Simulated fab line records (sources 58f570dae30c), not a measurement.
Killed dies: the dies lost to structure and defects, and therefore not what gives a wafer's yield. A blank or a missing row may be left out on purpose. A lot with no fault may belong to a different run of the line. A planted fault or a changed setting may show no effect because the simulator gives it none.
fab line records | flow berkeley-cmos170
record: lots: 7 | wafers: 21 | last-day: 12
route steps=331 shown PFIELD@81 FIELD@89
lots that met no fault: from a run of the same line without faults
start-h: hours from the record's first day to the start of the lot's first wafer shown | wait-h: hours since the lot's step before | " unchanged from the row above | L1.1+2: several wafers, shown together as one row | - no value present, or no start provided | * or withheld: withheld | < > ~ a bound
route shown NAME@n: names a module that has steps shown in the file, with the first one's number in the route | usual: the fault-free wafers' mean and standard deviation | same: alike in all rows | chamber/n: place in a boat | sites: readings site by site | _std_site: standard deviation of those values | _edge_site: outer sites' mean less inner sites' | radius-mm: for every site, how far away it sits from the centre of the wafer | mask NAME#n: copy n | behind: the tool/chamber that last shaped the wafer | hold: reason for holding the lot/hours on hold/outcome of the hold | device: which transistor (n, p or np) failed to switch | end of line: tests run on the same wafers once the route is complete | step lacking rows: just its recipe | killed: count of dies lost to structure and defects at first sort (not the wafer's yield) | map: a wafer's dies, marking killed ones x, the rest . and places with no die _
set.NAME: the setting as run; set.NAME@STEP: as run at that earlier step | model.NAME: the simulator's own value behind a step, which no gauge read
lots seen at some steps along the route; tables by step, rows by wafer
services: a tool's chamber out of use, with start hour (start-h, from the record's first day; less than 0 if before it), hours out, and reason
== steps ==
step: UCB170_PFIELD_SOFTBAKE_02
recipe: resist: KrF | temp-c: 130 | time-s: 60
step: UCB170_PFIELD_EXPOSE_03
recipe: mask-id: PFIELD | na: 0.5 | sigma-outer: 0.6 | source-shape: conventional | target-cd-nm: 1500 | dose-mj: 30
step: UCB170_PFIELD_PEB_04
recipe: peb-temp-c: 130 | peb-time-s: withheld | resist: KrF
step: UCB170_PFIELD_DEVELOP_05
recipe: developer: TMAH | develop-time-s: 45 | resist: KrF | dev-temp-c: 21
step: UCB170_PFIELD_OVL_MEAS_06
usual: PFIELD_OVL: -1/4.8
lot.wafer | tool       | chamber | start-h | wait-h | PFIELD_OVL[nm]
L895.1    | overlay-01 | -       | 78.66   | -      | -3
L895.4    | "          | -       | "       | "      | -6
L895.6    | "          | -       | "       | "      | -5
L902.1    | overlay-01 | -       | 115.42  | -      | -11
L902.5    | "          | -       | "       | "      | -3
L902.6    | "          | -       | "       | "      | 1
L909.1    | overlay-01 | -       | 154.07  | -      | -5
L909.4    | "          | -       | "       | "      | 0
L909.5    | "          | -       | "       | "      | -2
L910.2    | overlay-01 | -       | 154.35  | -      | -17
L910.4    | "          | -       | "       | "      | -10
L910.5    | "          | -       | "       | "      | -11
L911.3    | overlay-01 | -       | 165.17  | -      | 8
L911.4    | "          | -       | "       | "      | 1
L911.5    | "          | -       | "       | "      | 3
L915.1    | overlay-02 | -       | 189.83  | -      | -6
L915.2    | "          | -       | "       | "      | 1
L915.3    | "          | -       | "       | "      | -2
L917.1    | overlay-01 | -       | 207.75  | -      | -4
L917.2    | "          | -       | "       | "      | 1
L917.4    | "          | -       | "       | "      | -1
step: UCB170_PFIELD_IMPLANT_07
recipe: species: B | dose-cm2: 2e+13 | energy-kev: 80 | tilt-deg: 7
step: UCB170_PFIELD_STRIP_08
recipe: chemistry: O2 | power-w: 400 | pressure-mtorr: 3500 | platen-temp-c: withheld | o2-flow-sccm: 400 | overash-fraction: 0.5
usual: drypump-motor-current-A: 5.7/0.48 | oes-product-au: 0.735/0.0046 | strip-time-to-endpoint-s: 21.63/0.06
lot.wafer | tool            | chamber | start-h | wait-h | drypump-motor-current-A | oes-product-au | rf-hours-counter-h | strip-time-to-endpoint-s
L895.1    | plasma-asher-03 | 1       | 78.85   | 0.1    | 6.2                     | 0.733          | 38                 | 21.65
L895.4    | "               | 0       | "       | "      | 5.0                     | 0.728          | -                  | 21.68
L895.6    | "               | 0       | "       | "      | 5.0                     | 0.728          | -                  | 21.73
L902.1    | plasma-asher-02 | 1       | 115.61  | 0.1    | 5.3                     | 0.735          | 31                 | 21.67
L902.5    | "               | 0       | "       | "      | 5.1                     | 0.731          | -                  | 21.60
L902.6    | "               | 1       | "       | "      | 5.3                     | 0.735          | -                  | 21.64
L909.1    | plasma-asher-01 | 1       | 154.26  | 0.1    | 6.1                     | 0.739          | 49                 | 21.64
L909.4    | "               | 0       | "       | "      | 6.1                     | 0.739          | -                  | 21.62
L909.5    | "               | 1       | "       | "      | 6.1                     | 0.739          | -                  | 21.60
L910.2    | plasma-asher-01 | 0       | 154.53  | 0.1    | 6.1                     | 0.731          | 49                 | 21.62
L910.4    | "               | 0       | "       | "      | 6.1                     | 0.734          | -                  | 21.54
L910.5    | "               | 0       | "       | "      | 6.1                     | 0.736          | -                  | 21.62
L911.3    | plasma-asher-02 | 1       | 165.37  | 0.1    | 5.2                     | 0.735          | -                  | 21.65
L911.4    | "               | 0       | "       | "      | 5.1                     | 0.729          | -                  | 21.68
L911.5    | "               | 1       | "       | "      | 5.2                     | 0.735          | -                  | 21.66
L915.1    | plasma-asher-03 | 0       | 190.02  | 0.1    | 5.0                     | 0.729          | 7                  | 21.66
L915.2    | "               | 1       | "       | "      | 6.2                     | 0.738          | 7                  | 21.69
L915.3    | "               | 1       | "       | "      | 6.2                     | 0.733          | -                  | 21.66
L917.1    | plasma-asher-02 | 1       | 207.94  | 0.1    | 5.3                     | 0.736          | 41                 | 21.75
L917.2    | "               | 0       | "       | "      | 5.1                     | 0.732          | 41                 | 21.72
L917.4    | "               | 1       | "       | "      | 5.3                     | 0.732          | -                  | 21.73
step: UCB170_PFIELD_TW_MEAS_09
usual: PFIELD_TW: 609/4.6
lot.wafer | tool          | chamber | start-h | wait-h | PFIELD_TW
L895.1    | film-metro-02 | -       | 78.95   | 0.1    | 610
L895.4    | "             | -       | "       | "      | 605
L895.6    | "             | -       | "       | "      | 603
L902.1    | film-metro-01 | -       | 115.71  | 0.1    | 617
L902.5    | "             | -       | "       | "      | 614
L902.6    | "             | -       | "       | "      | 618
L909.1    | film-metro-01 | -       | 154.36  | 0.1    | 615
L909.4    | "             | -       | "       | "      | 611
L909.5    | "             | -       | "       | "      | 614
L910.2    | film-metro-02 | -       | 154.64  | 0.1    | 605
L910.4    | "             | -       | "       | "      | 600
L910.5    | "             | -       | "       | "      | 603
L911.3    | film-metro-01 | -       | 165.46  | 0.1    | 613
L911.4    | "             | -       | "       | "      | 613
L911.5    | "             | -       | "       | "      | 614
L915.1    | film-metro-03 | -       | 190.12  | 0.1    | 609
L915.2    | "             | -       | "       | "      | 607
L915.3    | "             | -       | "       | "      | 605
L917.1    | film-metro-01 | -       | 208.21  | 0.2    | 615
L917.2    | "             | -       | "       | "      | 612
L917.4    | "             | -       | "       | "      | 614
step: UCB170_FIELD_CLEAN_00
recipe: chemistry: dHF | dilution: 25:1 | time-s: 7.5
step: UCB170_FIELD_OXIDATION_01
recipe: temp-c: 1000 | ambient: H2O | p-h2o-torr: 584.62 | target-thk-a: 5583 | ox-time-s: 7200
step: UCB170_FIELD_THK_MEAS_02
recipe: reads: SiO2_of_FIELD_OXIDATION_01
usual: FIELD_OXIDE_THK: 558/13
lot.wafer | tool          | chamber | start-h | wait-h | FIELD_OXIDE_THK[nm]
L895.1    | film-metro-03 | -       | 85.60   | 0.0    | 558
L895.4    | "             | -       | "       | "      | 572
L895.6    | "             | -       | "       | "      | 559
L902.1    | film-metro-03 | -       | 122.52  | 0.0    | 570
L902.5    | "             | -       | "       | "      | 580
L902.6    | "             | -       | "       | "      | 573
L909.1    | film-metro-03 | -       | 159.76  | 0.0    | 573
L909.4    | "             | -       | "       | "      | 569
L909.5    | "             | -       | "       | "      | 580
L910.2    | film-metro-01 | -       | 159.77  | 0.0    | 555
L910.4    | "             | -       | "       | "      | 565
L910.5    | "             | -       | "       | "      | 569
L911.3    | film-metro-03 | -       | 171.20  | 0.0    | 537
L911.4    | "             | -       | "       | "      | 545
L911.5    | "             | -       | "       | "      | 553
L915.1    | film-metro-01 | -       | 197.93  | 0.0    | 536
L915.2    | "             | -       | "       | "      | 539
L915.3    | "             | -       | "       | "      | 533
L917.1    | film-metro-01 | -       | 212.53  | 0.0    | 553
L917.2    | "             | -       | "       | "      | 555
L917.4    | "             | -       | "       | "      | 555
step: UCB170_FIELD_ANNEAL_03
recipe: temp-c: 1000 | time-s: 1200 | ambient: N2
step: UCB170_FIELD_WET_ETCH_04
recipe: chemistry: dHF | dilution: 10:1 | target: SiO2 | temp-c: 25 | time-s: 60
usual: bath-heat-duty-pct: 5.8/0.73 | run-length-s: 87.7/2.9
lot.wafer | tool         | chamber | start-h | wait-h | bath-heat-duty-pct | run-length-s | model.SiO2_of_FIELD_OXIDATION_01.thk-nm
L895.1    | wet-bench-04 | 0       | 92.14   | 2.9    | 5.3                | 85.4         | 524
L895.4    | "            | 0       | "       | "      | 5.9                | 85.4         | 538.6
L895.6    | "            | 0       | "       | "      | 6.3                | 85.4         | 525.7
L902.1    | wet-bench-03 | 1       | 126.61  | 0.0    | 6.6                | 85.1         | 537.5
L902.5    | "            | 1       | "       | "      | 4.9                | 85.1         | 546.9
L902.6    | "            | 1       | "       | "      | 6.2                | 85.1         | 539.9
L909.1    | wet-bench-04 | 0       | 163.84  | 0.0    | -                  | -            | 572.8
L909.4    | "            | 0       | "       | "      | -                  | -            | 569.7
L909.5    | "            | 0       | "       | "      | -                  | -            | 579.7
L910.2    | wet-bench-04 | 1       | 163.84  | 0.0    | -                  | -            | 555.2
L910.4    | "            | 1       | "       | "      | -                  | -            | 565
L910.5    | "            | 1       | "       | "      | -                  | -            | 569.4
L911.3    | wet-bench-03 | 2       | 177.89  | 0.0    | -                  | -            | 536.9
L911.4    | "            | 2       | "       | "      | -                  | -            | 545.2
L911.5    | "            | 2       | "       | "      | -                  | -            | 552.4
L915.1    | wet-bench-02 | 2       | 203.53  | 0.0    | 6.2                | 87.0         | 503
L915.2    | "            | 2       | "       | "      | 4.5                | 87.0         | 505.9
L915.3    | "            | 2       | "       | "      | 6.0                | 87.0         | 499.6
L917.1    | wet-bench-02 | 1       | 215.98  | 0.0    | 5.9                | 86.0         | 518.9
L917.2    | "            | 1       | "       | "      | 6.2                | 86.0         | 520.8
L917.4    | "            | 1       | "       | "      | 6.5                | 86.0         | 522.2
step: UCB170_FIELD_WET_ETCH_05
recipe: chemistry: H3PO4 | target: Si3N4 | temp-c: 160 | time-s: 12600
step: UCB170_FIELD_WET_ETCH_06
recipe: chemistry: BOE | dilution: 5:1 | target: SiO2 | temp-c: 25 | time-s: 22
usual: bath-heat-duty-pct: 6.0/0.7 | run-length-s: 50.5/2.5
lot.wafer | tool         | chamber | start-h | wait-h | bath-heat-duty-pct | run-length-s | model.SiO2_of_FIELD_OXIDATION_01.thk-nm
L895.1    | wet-bench-04 | 1       | 96.28   | 0.5    | 5.1                | 48.4         | 438.4
L895.4    | "            | 1       | "       | "      | 5.6                | 48.4         | 453
L895.6    | "            | 1       | "       | "      | 6.3                | 48.4         | 440.1
L902.1    | wet-bench-02 | 1       | 130.14  | 0.0    | 6.5                | 49.6         | 452.2
L902.5    | "            | 1       | "       | "      | 6.4                | 49.6         | 462.1
L902.6    | "            | 1       | "       | "      | 6.2                | 49.6         | 454.8
L909.1    | wet-bench-02 | 0       | 167.37  | 0.0    | 5.1                | 54.5         | 490
L909.4    | "            | 0       | "       | "      | 6.9                | 54.5         | 486.4
L909.5    | "            | 0       | "       | "      | 7.9                | 54.5         | 496.8
L910.2    | wet-bench-02 | 0       | 167.37  | 0.0    | 6.6                | 53.8         | 471.6
L910.4    | "            | 0       | "       | "      | 6.6                | 53.8         | 481.4
L910.5    | "            | 0       | "       | "      | 6.3                | 53.8         | 485.5
L911.3    | wet-bench-04 | 2       | 182.09  | 0.0    | 5.8                | 47.7         | 452.8
L911.4    | "            | 2       | "       | "      | 5.2                | 47.7         | 461.4
L911.5    | "            | 2       | "       | "      | 5.9                | 47.7         | 468.8
L915.1    | wet-bench-02 | 2       | 207.06  | 0.0    | 5.9                | 53.2         | 419.1
L915.2    | "            | 2       | "       | "      | 5.8                | 53.2         | 421.9
L915.3    | "            | 2       | "       | "      | 5.1                | 53.2         | 415.6
L917.1    | wet-bench-02 | 3       | 219.52  | 0.0    | 5.6                | 49.5         | 434.5
L917.2    | "            | 3       | "       | "      | 5.4                | 49.5         | 436.6
L917.4    | "            | 3       | "       | "      | 6.4                | 49.5         | 437.5
== services ==
tool            | chamber | start-h | hours | kind
plasma-asher-03 | -       | 75.22   | 1.8   | repair
wet-bench-02    | -       | 93.33   | 1.7   | repair
plasma-asher-03 | -       | 108.75  | 9.0   | pm
plasma-asher-03 | 0       | 108.75  | 9.0   | vent-cycle
plasma-asher-03 | 1       | 108.75  | 9.0   | vent-cycle
plasma-asher-01 | -       | 116.88  | 0.9   | repair
plasma-asher-03 | 0       | 117.75  | -     | clean
plasma-asher-03 | 1       | 117.75  | -     | clean
plasma-asher-02 | -       | 202.30  | 3.2   | repair
== key ==
first-sign: step: UCB170_FIELD_WET_ETCH_04 | reading: tool-record | direction: missing
effect none on later readings
model-effect: step: UCB170_FIELD_WET_ETCH_04 | value: SiO2_of_FIELD_OXIDATION_01.thk-nm | without: 527.6 | struck: 560.7
model-effect: step: UCB170_FIELD_WET_ETCH_06 | value: SiO2_of_FIELD_OXIDATION_01.thk-nm | without: 444.1 | struck: 477.2
met-at UCB170_FIELD_WET_ETCH_04
struck-wafers L909.1,L909.4,L909.5,L910.2,L910.4,L910.5,L911.3,L911.4,L911.5
later-rows-left-out L909.1,L909.4,L909.5,L910.2,L910.4,L910.5,L911.3,L911.4,L911.5
sort-left-out L909.1,L909.4,L909.5,L910.2,L910.4,L910.5,L911.3,L911.4,L911.5
tester-left-out L909,L910,L911
onset-between 126.61 163.84
fault: kind: skipped-step-whole | tool: wet-bench-03,wet-bench-04 | chamber: - | onset-h: 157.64 | steps: UCB170_FIELD_WET_ETCH_04 | scope: struck-lots-only
tester-left-out: of these lots the tester's yield and bins aren't shown, on N5 and GAA mostly nor the transistor test; their killed dies are dies lost to structure and defects alone, not to doping, threshold or leakage, so they don't give the yield
sort-left-out: the simulated sort isn't trusted on such a fault, so these wafers' sort isn't shown, and their yield isn't known
later-rows-left-out: the simulator's readings of these wafers behind a module that went badly wrong aren't trusted and aren't shown, but for the sort
